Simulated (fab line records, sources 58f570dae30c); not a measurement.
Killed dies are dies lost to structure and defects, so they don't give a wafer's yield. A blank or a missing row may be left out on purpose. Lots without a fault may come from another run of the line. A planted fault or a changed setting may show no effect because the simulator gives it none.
Chamber matching | flow berkeley_cmos170 | UCB170_V2_CMP_02 on cmp-02: 4 sister chambers
The step polishes SiO2. 8 wafers are shown with their chamber, then 7 later ones without.

WAFERS WITH THEIR CHAMBER
wafer  | chamber | motor_current_A (A) | edge_zone_pressure_frac
L192.5 | 0       | 15.9                | 0.997
L199.1 | 1       | 16.6                | 0.998
L199.4 | 0       | 16.8                | 1.001
L196.1 | 2       | 18.0                | 0.994
L196.2 | 1       | 16.3                | 0.993
L196.3 | 3       | 19.1                | 1.000
L202.4 | 2       | 17.6                | 1.000
L202.5 | 3       | 17.9                | 1.010

WAFERS WITHOUT THEIR CHAMBER
wafer  | motor_current_A (A) | edge_zone_pressure_frac
L202.6 | 18.4                | 0.999
L204.1 | 17.5                | 1.005
L204.2 | 18.2                | 1.009
L204.3 | 17.1                | 0.994
L207.1 | 18.4                | 1.006
L207.3 | 16.7                | 0.998
L207.6 | 16.2                | 1.002

WHICH CHAMBER EACH WENT THROUGH
wafer  | from the rows above               | in truth
L202.6 | can't be placed: 2 or 3           | 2
L204.1 | can't be placed: 2 or 3 or 0 or 1 | 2
L204.2 | can't be placed: 3 or 2           | 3
L204.3 | can't be placed: 1 or 2 or 0      | 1
L207.1 | can't be placed: 3 or 2           | 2
L207.3 | can't be placed: 0 or 1 or 2      | 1
L207.6 | can't be placed: 0 or 1           | 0
Placed correctly: 0 of 7. Can't be placed from these rows: 7 (the true chamber is among the candidates in 7). Placed wrongly: 0.
How it was worked out, from the rows above alone: a wafer's distance from a chamber is the root of the sum, over the readings, of the square of ((its reading less the chamber's mean) divided by the reading's scatter). The wafer belongs to the nearest chamber; if the next one is less than 2 further off, it can't be placed. A chamber's mean is the mean of its shown wafers. The scatter: the root of (the sum of the squares of (reading less its chamber's mean) over the shown wafers, divided by (wafers less chambers)).
